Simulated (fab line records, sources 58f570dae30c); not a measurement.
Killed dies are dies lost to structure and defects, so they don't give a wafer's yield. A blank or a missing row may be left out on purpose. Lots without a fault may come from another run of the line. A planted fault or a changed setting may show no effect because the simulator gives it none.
A struck lot beside a sound one | flow berkeley_cmos170 | 43 steps out of a route of 331
Sound: wafers L811.1, L811.2, L811.3. Struck: wafers L822.1, L822.4. (L822.3 of the same lot was not struck and is left out.) The cause comes at the end.
At each step with rows: each side's tool, then ch and its chambers, then its first start. Under that, the readings that differ: sound wafers | struck wafers | difference of the means | sigmas: that difference in standard deviations of wafers without a fault.
alike: readings whose means differ by less than 2 such deviations, and words and numbers that are the same on both sides. not compared: withheld readings, readings that some wafer has no value for, bounds like >300 that may hide the same value, and numbers for which the record gives no deviation and whose values overlap.
The two part at a step that has a row with sigmas, a row that says differs or no value, or rows on one side only. Numbers that don't overlap but have no deviation are shown without sigmas and don't part them. A reading that every wafer of one side lacks parts them only if that side has two wafers or more.

first, 2 steps without rows for these wafers: UCB170_SILICIDE_PRE_CLEAN_00 (preclean etch time 60 s); UCB170_SILICIDE_SPUTTER_01 (material Ti, target thk 30 nm, time 25 s).
UCB170_SILICIDE_RS_MEAS_02: measures by four-point-probe.
  sound on film_metro-03, day 7 23:28; struck on film_metro-04, day 11 03:32
  alike: SILICIDE_TI_RS
UCB170_SILICIDE_THK_MEAS_03: measures by xrf.
  sound on film_metro-03, day 7 23:35; struck on film_metro-04, day 11 03:40
  alike: SILICIDE_TI_THK
UCB170_SILICIDE_RTA_04: time 15 s.
  sound on rtp_anneal-02 ch 0, day 7 23:39; struck on rtp_anneal-02 ch 0, day 11 03:43
  alike: lamp_power_pct, wafer_temp_C_max
then, 3 steps without rows for these wafers: UCB170_SILICIDE_WET_ETCH_05 (etches Ti in SPM, time 45 s); UCB170_CONTACT_CLEAN_00 (cleans in SPM, time 600 s); UCB170_CONTACT_CVD_01 (deposits PSG from SiH4/O2/PH3, target thk 700 nm, time 2820 s).
UCB170_CONTACT_THK_MEAS_02:
  sound on film_metro-03, day 8 01:59; struck on film_metro-02, day 11 05:47
  alike: CONTACT_PSG_THK
then, 3 steps without rows for these wafers: UCB170_CONTACT_HMDS_03 (prime time 60 s); UCB170_CONTACT_COAT_04 (resist thk 900 nm); UCB170_CONTACT_SOFTBAKE_05 (time 60 s).
UCB170_CONTACT_STRIP_06: strips in O2.
  sound on plasma_asher-03 ch 0,1, day 8 02:46; struck on plasma_asher-03 ch 1, day 11 06:18
  alike: drypump_motor_current_A, oes_product_au, strip_time_to_endpoint_s
  not compared: rf_hours_counter_h
then, 8 steps without rows for these wafers: UCB170_CONTACT_CLEAN_07 (cleans in SPM, time 600 s); UCB170_CONTACT_RTA_08 (time 10 s); UCB170_CONTACT_COAT_09; UCB170_CONTACT_COAT_10 (resist thk 900 nm); UCB170_CONTACT_SOFTBAKE_11 (time 60 s); UCB170_CONTACT_EXPOSE_12 (exposes mask CONT, target cd 700 nm); UCB170_CONTACT_PEB_13; UCB170_CONTACT_DEVELOP_14 (develop time 45 s).
UCB170_CONTACT_CD_MEAS_15: target cd 700 nm.
  sound on cd_sem-01, day 8 04:40; struck on cd_sem-02, day 11 07:34
  alike: cd_nm
UCB170_CONTACT_OVL_MEAS_16:
  sound on overlay-02, day 8 04:47; struck on overlay-01, day 11 07:41
  alike: CONTACT_OVL
UCB170_CONTACT_ETCH_17: etches BARC in N2/H2.
  sound on rie_diel-03 ch 0,1,3, day 8 04:49; struck on rie_diel-03 ch 1,3, day 11 07:44
  alike: drypump_motor_current_A, oes_product_au, throttle_valve_pct
UCB170_CONTACT_ETCH_18: etches PSG in CHF3/CF4/Ar, stops on TiSi2, target depth 840 nm, time 195 s.
  sound on rie_diel-03 ch 0,1,3; struck on rie_diel-03 ch 1,3
  alike: drypump_motor_current_A, oes_product_au, throttle_valve_pct
  not compared: rf_hours_counter_h
UCB170_CONTACT_STRIP_19: strips in O2.
  sound on plasma_asher-01 ch 0,1, day 8 04:59; struck on plasma_asher-03 ch 0, day 11 07:54
  alike: drypump_motor_current_A, oes_product_au
  not compared: rf_hours_counter_h
UCB170_CONTACT_CD_MEAS_90: target cd 700 nm.
  sound on cd_sem-01, day 8 05:05; struck on cd_sem-01, day 11 08:00
  alike: cd_nm
then, 2 steps without rows for these wafers: UCB170_CONTACT_CLEAN_20 (cleans in SPM, time 600 s); UCB170_M1_SPUTTER_00 (material Al, target thk 600 nm, time 80 s).
UCB170_M1_RS_MEAS_01: measures by four-point-probe.
  sound on film_metro-01, day 8 05:27; struck on film_metro-04, day 11 08:21
  alike: M1_AL_RS
UCB170_M1_THK_MEAS_02: measures by xrf.
  sound on film_metro-01, day 8 05:34; struck on film_metro-04, day 11 08:28
  alike: M1_AL_THK
then, 6 steps without rows for these wafers: UCB170_M1_COAT_03; UCB170_M1_COAT_04 (resist thk 900 nm); UCB170_M1_SOFTBAKE_05 (time 60 s); UCB170_M1_EXPOSE_06 (exposes mask METAL1, target cd 700 nm); UCB170_M1_PEB_07; UCB170_M1_DEVELOP_08 (develop time 45 s).
UCB170_M1_CD_MEAS_09: target cd 700 nm.
  sound on cd_sem-02, day 8 06:28; struck on cd_sem-02, day 11 09:43
  alike: cd_nm
UCB170_M1_OVL_MEAS_10:
  sound on overlay-01, day 8 06:35; struck on overlay-02, day 11 09:50
  alike: M1_OVL
then, 1 step without rows for these wafers: UCB170_M1_ETCH_11 (etches BARC in N2/H2).
UCB170_M1_METAL_ETCH_12: etches Al in Cl2/BCl3, stops on PSG, target depth 780 nm, time 130 s.
  sound on rie_metal-04 ch 0,1, day 8 06:40; struck on rie_metal-04 ch 0,1, day 11 09:55
  alike: drypump_motor_current_A, oes_product_au, throttle_valve_pct
  not compared: rf_hours_counter_h
then, 1 step without rows for these wafers: UCB170_M1_STRIP_13 (strips in O2).
UCB170_M3_PROBE_99:
  the record has rows for the struck wafers here (prober-01, day 12 03:58) and none for the sound ones

WHERE THEY PART
Only at UCB170_M3_PROBE_99, within this record.

WHY: what the simulator had put in
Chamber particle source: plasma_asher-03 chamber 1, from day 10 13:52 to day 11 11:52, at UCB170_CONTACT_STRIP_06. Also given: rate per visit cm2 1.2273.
